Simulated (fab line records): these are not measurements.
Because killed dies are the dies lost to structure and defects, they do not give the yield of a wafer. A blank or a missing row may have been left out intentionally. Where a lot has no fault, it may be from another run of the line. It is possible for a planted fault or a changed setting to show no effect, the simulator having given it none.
What tool caused it? :: flow berkeley_cmos170 :: 45 wafers from 15 lots sampled at 4 of the route's 331 steps

WHAT EACH GAUGE READ, for each wafer
UCB170_M3_BOW_MEAS_20. Usual: M3_BOW gives 35 um (standard deviation 7).
lot: L833
measured: day 8 10:05
on: film_metro-01
M3_BOW (um): 40 46 47
flag: 

lot: L834
measured: day 8 21:22
on: film_metro-02
M3_BOW (um): 25 32 38
flag: 

lot: L835
measured: day 9 04:41
on: film_metro-04
M3_BOW (um): 31 32 44
flag: 

lot: L836
measured: day 9 15:26
on: film_metro-02
M3_BOW (um): 36 37 43
flag: 

lot: L837
measured: day 9 16:35
on: film_metro-01
M3_BOW (um): 49 32 35
flag: 

lot: L838
measured: day 9 23:11
on: film_metro-02
M3_BOW (um): 25 42 36
flag: 

lot: L840
measured: day 10 01:11
on: film_metro-04
M3_BOW (um): 34 30 28
flag: 

lot: L843
measured: day 10 10:49
on: film_metro-04
M3_BOW (um): 33 48 37
flag: 

lot: L842
measured: day 10 10:53
on: film_metro-01
M3_BOW (um): 41 37 32
flag: 

lot: L845
measured: day 11 02:52
on: film_metro-04
M3_BOW (um): 39 28 25
flag: 

lot: L852
measured: day 13 04:28
on: film_metro-04
M3_BOW (um): 28 36 33
flag: 

lot: L853
measured: day 13 08:07
on: film_metro-02
M3_BOW (um): 39 34 37
flag: 

lot: L856
measured: day 14 04:38
on: film_metro-02
M3_BOW (um): 37 40 40
flag: 

lot: L855
measured: day 14 04:54
on: film_metro-01
M3_BOW (um): 45 30 33
flag: 

lot: L854
measured: day 14 05:16
on: film_metro-01
M3_BOW (um): 39 44 42
flag: 

WHICH TOOL RAN EACH LOT (tool, then ch and the chambers of the sampled wafers, then the start)
lot: L833
UCB170_M2_SPUTTER_01: pvd_sputter-02, day 8 01:50
UCB170_V2_CLEAN_05: wet_bench-01 ch 0, day 8 04:59
UCB170_M3_STRIP_19: plasma_asher-01 ch 0,1, day 8 09:52

lot: L834
UCB170_M2_SPUTTER_01: pvd_sputter-01, day 8 08:27
UCB170_V2_CLEAN_05: wet_bench-01 ch 3, day 8 12:23
UCB170_M3_STRIP_19: plasma_asher-03 ch 0,1, day 8 20:53

lot: L835
UCB170_M2_SPUTTER_01: pvd_sputter-02, day 8 21:17
UCB170_V2_CLEAN_05: wet_bench-01 ch 3, day 9 00:35
UCB170_M3_STRIP_19: plasma_asher-01 ch 0,1, day 9 04:26

lot: L836
UCB170_M2_SPUTTER_01: pvd_sputter-01, day 9 06:36
UCB170_V2_CLEAN_05: wet_bench-01 ch 0, day 9 11:00
UCB170_M3_STRIP_19: plasma_asher-01 ch 0,1, day 9 15:12

lot: L837
UCB170_M2_SPUTTER_01: pvd_sputter-04, day 9 08:26
UCB170_V2_CLEAN_05: wet_bench-02 ch 3, day 9 12:17
UCB170_M3_STRIP_19: plasma_asher-01 ch 0,1, day 9 16:22

lot: L838
UCB170_M2_SPUTTER_01: pvd_sputter-02, day 9 13:04
UCB170_V2_CLEAN_05: wet_bench-01 ch 3, day 9 16:29
UCB170_M3_STRIP_19: plasma_asher-03 ch 0,1, day 9 22:58

lot: L840
UCB170_M2_SPUTTER_01: pvd_sputter-04, day 9 15:19
UCB170_V2_CLEAN_05: wet_bench-01 ch 2, day 9 18:47
UCB170_M3_STRIP_19: plasma_asher-01 ch 0,1, day 10 00:56

lot: L843
UCB170_M2_SPUTTER_01: pvd_sputter-01, day 10 01:58
UCB170_V2_CLEAN_05: wet_bench-01 ch 3, day 10 05:33
UCB170_M3_STRIP_19: plasma_asher-01 ch 0,1, day 10 10:34

lot: L842
UCB170_M2_SPUTTER_01: pvd_sputter-04, day 10 02:10
UCB170_V2_CLEAN_05: wet_bench-01 ch 3, day 10 05:51
UCB170_M3_STRIP_19: plasma_asher-04 ch 0,1, day 10 10:35

lot: L845
UCB170_M2_SPUTTER_01: pvd_sputter-01, day 10 15:20
UCB170_V2_CLEAN_05: wet_bench-01 ch 0, day 10 21:03
UCB170_M3_STRIP_19: plasma_asher-01 ch 0,1, day 11 02:39

lot: L852
UCB170_M2_SPUTTER_01: pvd_sputter-02, day 12 20:06
UCB170_V2_CLEAN_05: wet_bench-03 ch 3, day 12 23:56
UCB170_M3_STRIP_19: plasma_asher-04 ch 0, day 13 04:13

lot: L853
UCB170_M2_SPUTTER_01: pvd_sputter-01, day 12 23:52
UCB170_V2_CLEAN_05: wet_bench-03 ch 3, day 13 03:17
UCB170_M3_STRIP_19: plasma_asher-04 ch 0,1, day 13 07:38

lot: L856
UCB170_M2_SPUTTER_01: pvd_sputter-02, day 13 17:49
UCB170_V2_CLEAN_05: wet_bench-01 ch 3, day 13 21:46
UCB170_M3_STRIP_19: plasma_asher-01 ch 0,1, day 14 04:20

lot: L855
UCB170_M2_SPUTTER_01: pvd_sputter-04, day 13 18:11
UCB170_V2_CLEAN_05: wet_bench-01 ch 0, day 13 22:25
UCB170_M3_STRIP_19: plasma_asher-01 ch 0,1, day 14 04:37

lot: L854
UCB170_M2_SPUTTER_01: pvd_sputter-04, day 13 18:40
UCB170_V2_CLEAN_05: wet_bench-01 ch 2, day 13 23:30
UCB170_M3_STRIP_19: plasma_asher-01 ch 0, day 14 05:02
- UCB170_M2_SPUTTER_01: material Al, target thk 900 nm, time 120 s.
- UCB170_V2_CLEAN_05: cleans in DIW.
- UCB170_M3_STRIP_19: strips in O2.

AS READ BY THE TOOLS THEMSELVES (means over the sampled wafers that have a number; for cases with no such wafer, the mark the record gives instead)
UCB170_M2_SPUTTER_01. Usual: throttle_valve_pct at 30.1 %, with a standard deviation of 0.88.
lot: L833
tool: pvd_sputter-02
throttle_valve_pct (%): 31.0
flag: 

lot: L834
tool: pvd_sputter-01
throttle_valve_pct (%): 29.3
flag: 

lot: L835
tool: pvd_sputter-02
throttle_valve_pct (%): 30.7
flag: 

lot: L836
tool: pvd_sputter-01
throttle_valve_pct (%): 29.3
flag: 

lot: L837
tool: pvd_sputter-04
throttle_valve_pct (%): 29.7
flag: 

lot: L838
tool: pvd_sputter-02
throttle_valve_pct (%): 29.7
flag: 

lot: L840
tool: pvd_sputter-04
throttle_valve_pct (%): 29.7
flag: 

lot: L843
tool: pvd_sputter-01
throttle_valve_pct (%): 30.0
flag: 

lot: L842
tool: pvd_sputter-04
throttle_valve_pct (%): 30.1
flag: 

lot: L845
tool: pvd_sputter-01
throttle_valve_pct (%): 30.6
flag: 

lot: L852
tool: pvd_sputter-02
throttle_valve_pct (%): 31.5
flag: 

lot: L853
tool: pvd_sputter-01
throttle_valve_pct (%): 29.7
flag: 

lot: L856
tool: pvd_sputter-02
throttle_valve_pct (%): 29.8
flag: 

lot: L855
tool: pvd_sputter-04
throttle_valve_pct (%): 29.7
flag: 

lot: L854
tool: pvd_sputter-04
throttle_valve_pct (%): 29.8
flag: 

UCB170_M3_STRIP_19. Usual: drypump_motor_current_A 5.8 A, standard deviation 0.55; oes_product_au 0.534 a.u., standard deviation 0.017.
lot: L833
tool: plasma_asher-01
drypump_motor_current_A (A): 5.8
oes_product_au (a.u.): 0.527
flag: 

lot: L834
tool: plasma_asher-03
drypump_motor_current_A (A): 5.3
oes_product_au (a.u.): 0.550
flag: 

lot: L835
tool: plasma_asher-01
drypump_motor_current_A (A): 5.9
oes_product_au (a.u.): 0.530
flag: 

lot: L836
tool: plasma_asher-01
drypump_motor_current_A (A): 5.9
oes_product_au (a.u.): 0.567
flag: 

lot: L837
tool: plasma_asher-01
drypump_motor_current_A (A): 6.0
oes_product_au (a.u.): 0.522
flag: 

lot: L838
tool: plasma_asher-03
drypump_motor_current_A (A): 5.3
oes_product_au (a.u.): 0.536
flag: 

lot: L840
tool: plasma_asher-01
drypump_motor_current_A (A): 6.0
oes_product_au (a.u.): 0.525
flag: 

lot: L843
tool: plasma_asher-01
drypump_motor_current_A (A): 6.0
oes_product_au (a.u.): 0.529
flag: 

lot: L842
tool: plasma_asher-04
drypump_motor_current_A (A): 5.5
oes_product_au (a.u.): 0.543
flag: 

lot: L845
tool: plasma_asher-01
drypump_motor_current_A (A): 6.0
oes_product_au (a.u.): 0.537
flag: 

lot: L852
tool: plasma_asher-04
drypump_motor_current_A (A): 5.0
oes_product_au (a.u.): 0.521
flag: 

lot: L853
tool: plasma_asher-04
drypump_motor_current_A (A): 6.1
oes_product_au (a.u.): 0.529
flag: 

lot: L856
tool: plasma_asher-01
drypump_motor_current_A (A): 6.0
oes_product_au (a.u.): 0.528
flag: 

lot: L855
tool: plasma_asher-01
drypump_motor_current_A (A): 5.8
oes_product_au (a.u.): 0.533
flag: 

lot: L854
tool: plasma_asher-01
drypump_motor_current_A (A): 5.8
oes_product_au (a.u.): 0.538
flag: 

THE ANSWER, worked out from the rows above alone
Rule: take the mean of a lot's wafers that have a number; if it is more than 3 standard deviations from the usual mean, the lot is off. Also off: a lot with no number at a reading for which 4 or more lots have one. The other lots that the step has rows for count as sound. The gauges are gone through in route order, then the tools' own readings, and for those a lot's mean is taken as printed above. The first step at which some lot is off is used, and at that step the reading that is off furthest; a lot without a number counts as furthest.
No lot is off at any reading shown: from this, nothing can be told.

WHAT HAD BEEN PUT IN BY THE SIMULATOR
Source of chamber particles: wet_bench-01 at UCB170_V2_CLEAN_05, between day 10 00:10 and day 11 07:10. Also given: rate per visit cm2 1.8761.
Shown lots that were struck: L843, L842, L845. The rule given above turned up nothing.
